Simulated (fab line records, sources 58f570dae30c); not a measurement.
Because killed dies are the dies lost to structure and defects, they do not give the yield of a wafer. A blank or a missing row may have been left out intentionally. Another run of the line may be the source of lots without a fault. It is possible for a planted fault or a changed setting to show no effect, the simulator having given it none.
fab line records / flow berkeley-cmos170
record: lots: 14 wafers: 42 last-day: 12
route steps=331 shown PWELL@39
lots untouched by any fault: they come from a run of this same line in which no faults occurred
start-h: hours from the record's opening day to when the first of the lot's shown wafers began / wait-h: hours since the lot's step before / " repeats the value in the row above / L1.1+2: a single row standing in for several wafers / - either no value or no given start / * or withheld: withheld / < > ~ a bound
route shown NAME@n: a module of which the file shows steps, and the number in the route of the first / usual: average and standard deviation across the fault-free wafers / same: alike in all rows / chamber/n: place in a boat / sites: per-site readings / _std_site: the standard deviation of these / _edge_site: the outer-site mean with the inner-site mean subtracted / radius-mm: for every site, how far away it sits from the centre of the wafer / mask NAME#n: copy n / behind: tool/chamber where the wafer was last shaped / hold: why the lot went on hold/how many hours it stayed there/how the hold came to an end / device: whichever transistor did not switch (one of n, p or np) / end of line: the route-end tests of the same wafers / for a step that has no rows: nothing shown but its recipe / killed: at the first sort, the dies lost to defects and structure; wafer yield is something else / map: a wafer's dies, x killed, . not, _ none there
set.NAME: the setting the step ran with; set.NAME@STEP: the setting that earlier step ran with / model.NAME: the simulator's own value behind a step, which no gauge read
one table for each step of the route and one row for each wafer, over a sample of lots
services: a tool's chamber out of use, with start hour (start-h, from the record's first day; less than 0 if before it), hours out, and reason
== steps ==
step: UCB170_PWELL_CVD_05
recipe: material: Si3N4 target-thk-nm: 220 temp-c: 800 precursor: SiH2Cl2/NH3 time-s: 3300 pressure-mtorr: 200 sih2cl2-flow-sccm: 25 nh3-flow-sccm: 75
usual: sih2cl2-flow-sccm: 24.98/0.085
lot.wafer=L752.2 tool=lpcvd-02 chamber=1 start-h=55.62 wait-h=1.9 sih2cl2-flow-sccm=24.95
lot.wafer=L752.5 tool=lpcvd-02 chamber=1 start-h=55.62 wait-h=1.9 sih2cl2-flow-sccm=24.98
lot.wafer=L752.6 tool=lpcvd-02 chamber=1 start-h=55.62 wait-h=1.9 sih2cl2-flow-sccm=24.94
lot.wafer=L753.1 tool=lpcvd-02 chamber=1 start-h=62.29 wait-h=0.0 sih2cl2-flow-sccm=24.83
lot.wafer=L753.3 tool=lpcvd-02 chamber=1 start-h=62.29 wait-h=0.0 sih2cl2-flow-sccm=24.83
lot.wafer=L753.4 tool=lpcvd-02 chamber=1 start-h=62.29 wait-h=0.0 sih2cl2-flow-sccm=24.93
lot.wafer=L754.1 tool=lpcvd-02 chamber=0 start-h=62.29 wait-h=0.0 sih2cl2-flow-sccm=25.00
lot.wafer=L754.4 tool=lpcvd-02 chamber=0 start-h=62.29 wait-h=0.0 sih2cl2-flow-sccm=24.92
lot.wafer=L754.6 tool=lpcvd-02 chamber=0 start-h=62.29 wait-h=0.0 sih2cl2-flow-sccm=24.99
lot.wafer=L755.3 tool=lpcvd-02 chamber=1 start-h=62.29 wait-h=0.0 sih2cl2-flow-sccm=24.96
lot.wafer=L755.4 tool=lpcvd-02 chamber=1 start-h=62.29 wait-h=0.0 sih2cl2-flow-sccm=25.20
lot.wafer=L755.6 tool=lpcvd-02 chamber=1 start-h=62.29 wait-h=0.0 sih2cl2-flow-sccm=25.03
lot.wafer=L756.2 tool=lpcvd-01 chamber=0 start-h=76.03 wait-h=0.9 sih2cl2-flow-sccm=25.05
lot.wafer=L756.4 tool=lpcvd-01 chamber=0 start-h=76.03 wait-h=0.9 sih2cl2-flow-sccm=25.23
lot.wafer=L756.6 tool=lpcvd-01 chamber=0 start-h=76.03 wait-h=0.9 sih2cl2-flow-sccm=25.18
lot.wafer=L757.2 tool=lpcvd-02 chamber=0 start-h=82.20 wait-h=0.0 sih2cl2-flow-sccm=24.94
lot.wafer=L757.4 tool=lpcvd-02 chamber=0 start-h=82.20 wait-h=0.0 sih2cl2-flow-sccm=24.92
lot.wafer=L757.5 tool=lpcvd-02 chamber=0 start-h=82.20 wait-h=0.0 sih2cl2-flow-sccm=24.89
lot.wafer=L761.3 tool=lpcvd-01 chamber=0 start-h=105.14 wait-h=0.0 sih2cl2-flow-sccm=24.89
lot.wafer=L761.4 tool=lpcvd-01 chamber=0 start-h=105.14 wait-h=0.0 sih2cl2-flow-sccm=24.94
lot.wafer=L761.5 tool=lpcvd-01 chamber=0 start-h=105.14 wait-h=0.0 sih2cl2-flow-sccm=24.99
lot.wafer=L762.3 tool=lpcvd-01 chamber=0 start-h=105.14 wait-h=0.0 sih2cl2-flow-sccm=24.97
lot.wafer=L762.4 tool=lpcvd-01 chamber=0 start-h=105.14 wait-h=0.0 sih2cl2-flow-sccm=24.96
lot.wafer=L762.6 tool=lpcvd-01 chamber=0 start-h=105.14 wait-h=0.0 sih2cl2-flow-sccm=25.00
lot.wafer=L767.1 tool=lpcvd-01 chamber=0 start-h=133.88 wait-h=0.0 sih2cl2-flow-sccm=37.50
lot.wafer=L767.4 tool=lpcvd-01 chamber=0 start-h=133.88 wait-h=0.0 sih2cl2-flow-sccm=37.63
lot.wafer=L767.6 tool=lpcvd-01 chamber=0 start-h=133.88 wait-h=0.0 sih2cl2-flow-sccm=37.51
lot.wafer=L768.3 tool=lpcvd-01 chamber=1 start-h=133.88 wait-h=0.0 sih2cl2-flow-sccm=37.69
lot.wafer=L768.4 tool=lpcvd-01 chamber=1 start-h=133.88 wait-h=0.0 sih2cl2-flow-sccm=37.64
lot.wafer=L768.5 tool=lpcvd-01 chamber=1 start-h=133.88 wait-h=0.0 sih2cl2-flow-sccm=37.54
lot.wafer=L770.2 tool=lpcvd-02 chamber=0 start-h=154.61 wait-h=0.0 sih2cl2-flow-sccm=24.88
lot.wafer=L770.3 tool=lpcvd-02 chamber=0 start-h=154.61 wait-h=0.0 sih2cl2-flow-sccm=24.90
lot.wafer=L770.5 tool=lpcvd-02 chamber=0 start-h=154.61 wait-h=0.0 sih2cl2-flow-sccm=24.92
lot.wafer=L772.3 tool=lpcvd-02 chamber=1 start-h=159.41 wait-h=0.0 sih2cl2-flow-sccm=25.04
lot.wafer=L772.4 tool=lpcvd-02 chamber=1 start-h=159.41 wait-h=0.0 sih2cl2-flow-sccm=25.02
lot.wafer=L772.6 tool=lpcvd-02 chamber=1 start-h=159.41 wait-h=0.0 sih2cl2-flow-sccm=25.02
lot.wafer=L773.1 tool=lpcvd-02 chamber=1 start-h=159.41 wait-h=0.0 sih2cl2-flow-sccm=24.99
lot.wafer=L773.4 tool=lpcvd-02 chamber=1 start-h=159.41 wait-h=0.0 sih2cl2-flow-sccm=25.04
lot.wafer=L773.5 tool=lpcvd-02 chamber=1 start-h=159.41 wait-h=0.0 sih2cl2-flow-sccm=25.00
lot.wafer=L774.1 tool=lpcvd-02 chamber=1 start-h=159.41 wait-h=0.0 sih2cl2-flow-sccm=25.04
lot.wafer=L774.2 tool=lpcvd-02 chamber=1 start-h=159.41 wait-h=0.0 sih2cl2-flow-sccm=25.01
lot.wafer=L774.6 tool=lpcvd-02 chamber=1 start-h=159.41 wait-h=0.0 sih2cl2-flow-sccm=25.05
step: UCB170_PWELL_THK_MEAS_06
recipe: reads: Si3N4_of_PWELL_CVD_05
usual: PWELL_NITRIDE_THK: 219.6/1.6
lot.wafer=L752.2 tool=film-metro-02 chamber=- start-h=57.54 wait-h=0.0 PWELL_NITRIDE_THK[nm]=217.6
lot.wafer=L752.5 tool=film-metro-02 chamber=- start-h=57.54 wait-h=0.0 PWELL_NITRIDE_THK[nm]=217.4
lot.wafer=L752.6 tool=film-metro-02 chamber=- start-h=57.54 wait-h=0.0 PWELL_NITRIDE_THK[nm]=220.1
lot.wafer=L753.1 tool=film-metro-02 chamber=- start-h=64.21 wait-h=0.0 PWELL_NITRIDE_THK[nm]=217.4
lot.wafer=L753.3 tool=film-metro-02 chamber=- start-h=64.21 wait-h=0.0 PWELL_NITRIDE_THK[nm]=216.9
lot.wafer=L753.4 tool=film-metro-02 chamber=- start-h=64.21 wait-h=0.0 PWELL_NITRIDE_THK[nm]=217.7
lot.wafer=L754.1 tool=film-metro-01 chamber=- start-h=64.21 wait-h=0.0 PWELL_NITRIDE_THK[nm]=218.1
lot.wafer=L754.4 tool=film-metro-01 chamber=- start-h=64.21 wait-h=0.0 PWELL_NITRIDE_THK[nm]=219.8
lot.wafer=L754.6 tool=film-metro-01 chamber=- start-h=64.21 wait-h=0.0 PWELL_NITRIDE_THK[nm]=221.6
lot.wafer=L755.3 tool=film-metro-03 chamber=- start-h=64.23 wait-h=0.0 PWELL_NITRIDE_THK[nm]=221.3
lot.wafer=L755.4 tool=film-metro-03 chamber=- start-h=64.23 wait-h=0.0 PWELL_NITRIDE_THK[nm]=223.1
lot.wafer=L755.6 tool=film-metro-03 chamber=- start-h=64.23 wait-h=0.0 PWELL_NITRIDE_THK[nm]=220.5
lot.wafer=L756.2 tool=film-metro-03 chamber=- start-h=77.95 wait-h=0.0 PWELL_NITRIDE_THK[nm]=221.0
lot.wafer=L756.4 tool=film-metro-03 chamber=- start-h=77.95 wait-h=0.0 PWELL_NITRIDE_THK[nm]=219.3
lot.wafer=L756.6 tool=film-metro-03 chamber=- start-h=77.95 wait-h=0.0 PWELL_NITRIDE_THK[nm]=219.9
lot.wafer=L757.2 tool=film-metro-02 chamber=- start-h=84.12 wait-h=0.0 PWELL_NITRIDE_THK[nm]=219.2
lot.wafer=L757.4 tool=film-metro-02 chamber=- start-h=84.12 wait-h=0.0 PWELL_NITRIDE_THK[nm]=221.4
lot.wafer=L757.5 tool=film-metro-02 chamber=- start-h=84.12 wait-h=0.0 PWELL_NITRIDE_THK[nm]=220.7
lot.wafer=L761.3 tool=film-metro-01 chamber=- start-h=107.08 wait-h=0.0 PWELL_NITRIDE_THK[nm]=219.2
lot.wafer=L761.4 tool=film-metro-01 chamber=- start-h=107.08 wait-h=0.0 PWELL_NITRIDE_THK[nm]=217.0
lot.wafer=L761.5 tool=film-metro-01 chamber=- start-h=107.08 wait-h=0.0 PWELL_NITRIDE_THK[nm]=219.3
lot.wafer=L762.3 tool=film-metro-02 chamber=- start-h=107.08 wait-h=0.0 PWELL_NITRIDE_THK[nm]=222.6
lot.wafer=L762.4 tool=film-metro-02 chamber=- start-h=107.08 wait-h=0.0 PWELL_NITRIDE_THK[nm]=221.2
lot.wafer=L762.6 tool=film-metro-02 chamber=- start-h=107.08 wait-h=0.0 PWELL_NITRIDE_THK[nm]=220.2
lot.wafer=L767.1 tool=film-metro-01 chamber=- start-h=135.79 wait-h=0.0 PWELL_NITRIDE_THK[nm]=246.7
lot.wafer=L767.4 tool=film-metro-01 chamber=- start-h=135.79 wait-h=0.0 PWELL_NITRIDE_THK[nm]=247.1
lot.wafer=L767.6 tool=film-metro-01 chamber=- start-h=135.79 wait-h=0.0 PWELL_NITRIDE_THK[nm]=247.3
lot.wafer=L768.3 tool=film-metro-02 chamber=- start-h=135.81 wait-h=0.0 PWELL_NITRIDE_THK[nm]=248.4
lot.wafer=L768.4 tool=film-metro-02 chamber=- start-h=135.81 wait-h=0.0 PWELL_NITRIDE_THK[nm]=247.8
lot.wafer=L768.5 tool=film-metro-02 chamber=- start-h=135.81 wait-h=0.0 PWELL_NITRIDE_THK[nm]=247.3
lot.wafer=L770.2 tool=film-metro-01 chamber=- start-h=156.53 wait-h=0.0 PWELL_NITRIDE_THK[nm]=217.9
lot.wafer=L770.3 tool=film-metro-01 chamber=- start-h=156.53 wait-h=0.0 PWELL_NITRIDE_THK[nm]=217.6
lot.wafer=L770.5 tool=film-metro-01 chamber=- start-h=156.53 wait-h=0.0 PWELL_NITRIDE_THK[nm]=217.1
lot.wafer=L773.1 tool=film-metro-03 chamber=- start-h=161.33 wait-h=0.0 PWELL_NITRIDE_THK[nm]=219.8
lot.wafer=L773.4 tool=film-metro-03 chamber=- start-h=161.33 wait-h=0.0 PWELL_NITRIDE_THK[nm]=219.4
lot.wafer=L773.5 tool=film-metro-03 chamber=- start-h=161.33 wait-h=0.0 PWELL_NITRIDE_THK[nm]=219.1
lot.wafer=L772.3 tool=film-metro-02 chamber=- start-h=161.35 wait-h=0.0 PWELL_NITRIDE_THK[nm]=216.6
lot.wafer=L772.4 tool=film-metro-02 chamber=- start-h=161.35 wait-h=0.0 PWELL_NITRIDE_THK[nm]=218.7
lot.wafer=L772.6 tool=film-metro-02 chamber=- start-h=161.35 wait-h=0.0 PWELL_NITRIDE_THK[nm]=217.5
lot.wafer=L774.1 tool=film-metro-03 chamber=- start-h=161.39 wait-h=0.1 PWELL_NITRIDE_THK[nm]=218.2
lot.wafer=L774.2 tool=film-metro-03 chamber=- start-h=161.39 wait-h=0.1 PWELL_NITRIDE_THK[nm]=219.7
lot.wafer=L774.6 tool=film-metro-03 chamber=- start-h=161.39 wait-h=0.1 PWELL_NITRIDE_THK[nm]=219.0
step: UCB170_PWELL_ETCH_14
recipe: chemistry: CH3F/Ar/O2 target: Si3N4 stop-on: SiO2 CH3F_flow_sccm: 20 Ar_flow_sccm: 50 O2_flow_sccm: 7 pressure-mtorr: 50 rf-w: 450 target-depth-a: 2420 over-etch-frac: 0.1 time-s: 151
usual: O2_flow_sccm: 6.999/0.02 drypump-motor-current-A: 5.7/0.48 mfc-ar-sccm: 50.01/0.15 oes-product-au: 0.931/0.014 throttle-valve-pct: 8.02/0.15
lot.wafer=L752.2 tool=rie-diel-02 chamber=1 start-h=58.85 wait-h=0.0 O2_flow_sccm=6.997 drypump-motor-current-A=5.6 mfc-ar-sccm=49.82 oes-product-au=0.918 rf-hours-counter-h=84 throttle-valve-pct=7.96
lot.wafer=L752.5 tool=rie-diel-02 chamber=0 start-h=58.85 wait-h=0.0 O2_flow_sccm=7.019 drypump-motor-current-A=5.1 mfc-ar-sccm=50.05 oes-product-au=0.914 rf-hours-counter-h=- throttle-valve-pct=8.24
lot.wafer=L752.6 tool=rie-diel-02 chamber=3 start-h=58.85 wait-h=0.0 O2_flow_sccm=6.989 drypump-motor-current-A=6.3 mfc-ar-sccm=50.09 oes-product-au=0.936 rf-hours-counter-h=- throttle-valve-pct=7.80
lot.wafer=L753.1 tool=rie-diel-04 chamber=3 start-h=65.48 wait-h=0.0 O2_flow_sccm=7.003 drypump-motor-current-A=5.6 mfc-ar-sccm=50.01 oes-product-au=0.917 rf-hours-counter-h=111 throttle-valve-pct=7.96
lot.wafer=L753.3 tool=rie-diel-04 chamber=0 start-h=65.48 wait-h=0.0 O2_flow_sccm=7.044 drypump-motor-current-A=6.0 mfc-ar-sccm=49.93 oes-product-au=0.946 rf-hours-counter-h=14 throttle-valve-pct=8.06
lot.wafer=L753.4 tool=rie-diel-04 chamber=2 start-h=65.48 wait-h=0.0 O2_flow_sccm=6.992 drypump-motor-current-A=5.6 mfc-ar-sccm=50.28 oes-product-au=0.925 rf-hours-counter-h=11 throttle-valve-pct=7.93
lot.wafer=L754.1 tool=rie-diel-02 chamber=0 start-h=65.75 wait-h=0.0 O2_flow_sccm=6.967 drypump-motor-current-A=5.0 mfc-ar-sccm=50.06 oes-product-au=0.902 rf-hours-counter-h=50 throttle-valve-pct=8.24
lot.wafer=L754.4 tool=rie-diel-02 chamber=3 start-h=65.75 wait-h=0.0 O2_flow_sccm=7.023 drypump-motor-current-A=6.3 mfc-ar-sccm=49.67 oes-product-au=0.933 rf-hours-counter-h=99 throttle-valve-pct=7.78
lot.wafer=L754.6 tool=rie-diel-02 chamber=1 start-h=65.75 wait-h=0.0 O2_flow_sccm=7.016 drypump-motor-current-A=5.6 mfc-ar-sccm=50.03 oes-product-au=0.921 rf-hours-counter-h=- throttle-valve-pct=7.96
lot.wafer=L755.3 tool=rie-diel-03 chamber=0 start-h=65.76 wait-h=0.0 O2_flow_sccm=7.018 drypump-motor-current-A=6.2 mfc-ar-sccm=50.12 oes-product-au=0.947 rf-hours-counter-h=139 throttle-valve-pct=8.07
lot.wafer=L755.4 tool=rie-diel-03 chamber=1 start-h=65.76 wait-h=0.0 O2_flow_sccm=7.013 drypump-motor-current-A=5.6 mfc-ar-sccm=49.99 oes-product-au=0.938 rf-hours-counter-h=13 throttle-valve-pct=7.90
lot.wafer=L755.6 tool=rie-diel-03 chamber=3 start-h=65.76 wait-h=0.0 O2_flow_sccm=7.010 drypump-motor-current-A=5.0 mfc-ar-sccm=49.80 oes-product-au=0.942 rf-hours-counter-h=- throttle-valve-pct=8.22
lot.wafer=L756.2 tool=rie-diel-02 chamber=3 start-h=78.88 wait-h=0.0 O2_flow_sccm=7.003 drypump-motor-current-A=6.3 mfc-ar-sccm=49.98 oes-product-au=0.930 rf-hours-counter-h=100 throttle-valve-pct=7.80
lot.wafer=L756.4 tool=rie-diel-02 chamber=2 start-h=78.88 wait-h=0.0 O2_flow_sccm=6.970 drypump-motor-current-A=6.6 mfc-ar-sccm=50.20 oes-product-au=0.932 rf-hours-counter-h=1 throttle-valve-pct=8.12
lot.wafer=L756.6 tool=rie-diel-02 chamber=1 start-h=78.88 wait-h=0.0 O2_flow_sccm=7.008 drypump-motor-current-A=5.6 mfc-ar-sccm=50.28 oes-product-au=0.928 rf-hours-counter-h=- throttle-valve-pct=7.96
lot.wafer=L757.2 tool=rie-diel-02 chamber=3 start-h=85.82 wait-h=0.0 O2_flow_sccm=7.009 drypump-motor-current-A=6.2 mfc-ar-sccm=49.87 oes-product-au=0.934 rf-hours-counter-h=100 throttle-valve-pct=7.78
lot.wafer=L757.4 tool=rie-diel-02 chamber=1 start-h=85.82 wait-h=0.0 O2_flow_sccm=6.983 drypump-motor-current-A=5.6 mfc-ar-sccm=50.13 oes-product-au=0.919 rf-hours-counter-h=86 throttle-valve-pct=7.94
lot.wafer=L757.5 tool=rie-diel-02 chamber=3 start-h=85.82 wait-h=0.0 O2_flow_sccm=6.988 drypump-motor-current-A=6.3 mfc-ar-sccm=49.75 oes-product-au=0.941 rf-hours-counter-h=- throttle-valve-pct=7.78
lot.wafer=L761.3 tool=rie-diel-02 chamber=3 start-h=108.60 wait-h=0.0 O2_flow_sccm=7.016 drypump-motor-current-A=6.3 mfc-ar-sccm=50.18 oes-product-au=0.935 rf-hours-counter-h=101 throttle-valve-pct=7.77
lot.wafer=L761.4 tool=rie-diel-02 chamber=1 start-h=108.60 wait-h=0.0 O2_flow_sccm=7.000 drypump-motor-current-A=5.6 mfc-ar-sccm=49.83 oes-product-au=0.919 rf-hours-counter-h=87 throttle-valve-pct=7.96
lot.wafer=L761.5 tool=rie-diel-02 chamber=1 start-h=108.60 wait-h=0.0 O2_flow_sccm=6.995 drypump-motor-current-A=5.6 mfc-ar-sccm=50.06 oes-product-au=0.926 rf-hours-counter-h=- throttle-valve-pct=7.98
lot.wafer=L762.3 tool=rie-diel-03 chamber=3 start-h=108.80 wait-h=0.0 O2_flow_sccm=7.021 drypump-motor-current-A=5.0 mfc-ar-sccm=49.75 oes-product-au=0.952 rf-hours-counter-h=31 throttle-valve-pct=8.22
lot.wafer=L762.4 tool=rie-diel-03 chamber=1 start-h=108.80 wait-h=0.0 O2_flow_sccm=6.996 drypump-motor-current-A=5.6 mfc-ar-sccm=49.77 oes-product-au=0.936 rf-hours-counter-h=15 throttle-valve-pct=7.90
lot.wafer=L762.6 tool=rie-diel-03 chamber=1 start-h=108.80 wait-h=0.0 O2_flow_sccm=6.995 drypump-motor-current-A=5.6 mfc-ar-sccm=49.84 oes-product-au=0.936 rf-hours-counter-h=- throttle-valve-pct=7.91
lot.wafer=L767.1 tool=rie-diel-02 chamber=1 start-h=136.73 wait-h=0.0 O2_flow_sccm=6.991 drypump-motor-current-A=5.6 mfc-ar-sccm=49.84 oes-product-au=0.983 rf-hours-counter-h=88 throttle-valve-pct=7.97
lot.wafer=L767.4 tool=rie-diel-02 chamber=1 start-h=136.73 wait-h=0.0 O2_flow_sccm=7.031 drypump-motor-current-A=5.6 mfc-ar-sccm=49.76 oes-product-au=0.987 rf-hours-counter-h=- throttle-valve-pct=7.96
lot.wafer=L767.6 tool=rie-diel-02 chamber=0 start-h=136.73 wait-h=0.0 O2_flow_sccm=7.013 drypump-motor-current-A=5.0 mfc-ar-sccm=50.25 oes-product-au=0.971 rf-hours-counter-h=- throttle-valve-pct=8.23
lot.wafer=L768.3 tool=rie-diel-04 chamber=1 start-h=136.89 wait-h=0.0 O2_flow_sccm=7.004 drypump-motor-current-A=6.4 mfc-ar-sccm=49.93 oes-product-au=1.008 rf-hours-counter-h=81 throttle-valve-pct=7.98
lot.wafer=L768.4 tool=rie-diel-04 chamber=0 start-h=136.89 wait-h=0.0 O2_flow_sccm=7.010 drypump-motor-current-A=6.0 mfc-ar-sccm=50.00 oes-product-au=1.011 rf-hours-counter-h=17 throttle-valve-pct=8.07
lot.wafer=L768.5 tool=rie-diel-04 chamber=2 start-h=136.89 wait-h=0.0 O2_flow_sccm=6.992 drypump-motor-current-A=5.6 mfc-ar-sccm=50.14 oes-product-au=0.983 rf-hours-counter-h=- throttle-valve-pct=7.94
lot.wafer=L770.2 tool=rie-diel-02 chamber=3 start-h=157.70 wait-h=0.0 O2_flow_sccm=6.974 drypump-motor-current-A=6.3 mfc-ar-sccm=49.98 oes-product-au=0.937 rf-hours-counter-h=104 throttle-valve-pct=7.78
lot.wafer=L770.3 tool=rie-diel-02 chamber=0 start-h=157.70 wait-h=0.0 O2_flow_sccm=6.988 drypump-motor-current-A=5.1 mfc-ar-sccm=50.05 oes-product-au=0.909 rf-hours-counter-h=55 throttle-valve-pct=8.24
lot.wafer=L770.5 tool=rie-diel-02 chamber=3 start-h=157.70 wait-h=0.0 O2_flow_sccm=6.951 drypump-motor-current-A=6.3 mfc-ar-sccm=50.21 oes-product-au=0.936 rf-hours-counter-h=- throttle-valve-pct=7.77
lot.wafer=L773.1 tool=rie-diel-03 chamber=1 start-h=162.60 wait-h=0.0 O2_flow_sccm=7.025 drypump-motor-current-A=5.6 mfc-ar-sccm=50.19 oes-product-au=0.925 rf-hours-counter-h=17 throttle-valve-pct=7.90
lot.wafer=L773.4 tool=rie-diel-03 chamber=2 start-h=162.60 wait-h=0.0 O2_flow_sccm=6.992 drypump-motor-current-A=5.5 mfc-ar-sccm=49.90 oes-product-au=0.939 rf-hours-counter-h=99 throttle-valve-pct=8.17
lot.wafer=L773.5 tool=rie-diel-03 chamber=1 start-h=162.60 wait-h=0.0 O2_flow_sccm=7.015 drypump-motor-current-A=5.6 mfc-ar-sccm=49.77 oes-product-au=0.928 rf-hours-counter-h=- throttle-valve-pct=7.91
lot.wafer=L772.3 tool=rie-diel-02 chamber=3 start-h=162.68 wait-h=0.0 O2_flow_sccm=7.007 drypump-motor-current-A=6.3 mfc-ar-sccm=49.91 oes-product-au=0.925 rf-hours-counter-h=104 throttle-valve-pct=7.80
lot.wafer=L772.4 tool=rie-diel-02 chamber=1 start-h=162.68 wait-h=0.0 O2_flow_sccm=6.991 drypump-motor-current-A=5.5 mfc-ar-sccm=50.10 oes-product-au=0.924 rf-hours-counter-h=- throttle-valve-pct=7.96
lot.wafer=L772.6 tool=rie-diel-02 chamber=0 start-h=162.68 wait-h=0.0 O2_flow_sccm=7.028 drypump-motor-current-A=5.0 mfc-ar-sccm=49.69 oes-product-au=0.901 rf-hours-counter-h=- throttle-valve-pct=8.25
lot.wafer=L774.1 tool=rie-diel-02 chamber=1 start-h=162.96 wait-h=0.0 O2_flow_sccm=7.019 drypump-motor-current-A=5.6 mfc-ar-sccm=49.78 oes-product-au=0.923 rf-hours-counter-h=90 throttle-valve-pct=7.96
lot.wafer=L774.2 tool=rie-diel-02 chamber=0 start-h=162.96 wait-h=0.0 O2_flow_sccm=6.988 drypump-motor-current-A=5.1 mfc-ar-sccm=50.02 oes-product-au=0.903 rf-hours-counter-h=56 throttle-valve-pct=8.22
lot.wafer=L774.6 tool=rie-diel-02 chamber=0 start-h=162.96 wait-h=0.0 O2_flow_sccm=6.997 drypump-motor-current-A=5.1 mfc-ar-sccm=50.07 oes-product-au=0.909 rf-hours-counter-h=- throttle-valve-pct=8.25
== services ==
tool=rie-diel-03 chamber=2 start-h=51.30 hours=4.1 kind=repair
tool=rie-diel-03 chamber=0 start-h=51.31 hours=4.1 kind=repair
tool=rie-diel-02 chamber=2 start-h=58.34 hours=5.1 kind=repair
tool=rie-diel-03 chamber=- start-h=105.17 hours=1.0 kind=repair
tool=lpcvd-02 chamber=- start-h=111.50 hours=6.1 kind=pm
tool=rie-diel-03 chamber=0 start-h=122.94 hours=2.6 kind=repair
tool=rie-diel-02 chamber=2 start-h=135.53 hours=74.5 kind=repair
== key ==
first-sign: step: UCB170_PWELL_CVD_05 reading: sih2cl2-flow-sccm direction: up sigmas: 99+ usual: 24.98 struck: 37.58
effect: step: UCB170_PWELL_THK_MEAS_06 reading: PWELL_NITRIDE_THK direction: up sigmas: 18 usual: 219.6 struck: 247.4
effect: step: UCB170_PWELL_ETCH_14 reading: oes-product-au direction: up sigmas: 4.2 usual: 0.931 struck: 0.990
met-at UCB170_PWELL_CVD_05
struck-lots L767,L768
tester-left-out L767,L768
onset-between 105.14 133.88
fault: kind: process-parameter-drift tool: lpcvd-01 chamber: - onset-h: 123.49 steps: UCB170_PWELL_CVD_05 channel: sih2cl2-flow-sccm offset: 12.5 shape: step end-h: 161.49 acts-in: these-recipes-only stated: 25
tester-left-out: of these lots the tester's yield and bins aren't shown, on N5 and GAA mostly nor the transistor test; their killed dies are dies lost to structure and defects alone, not to doping, threshold or leakage, so they don't give the yield
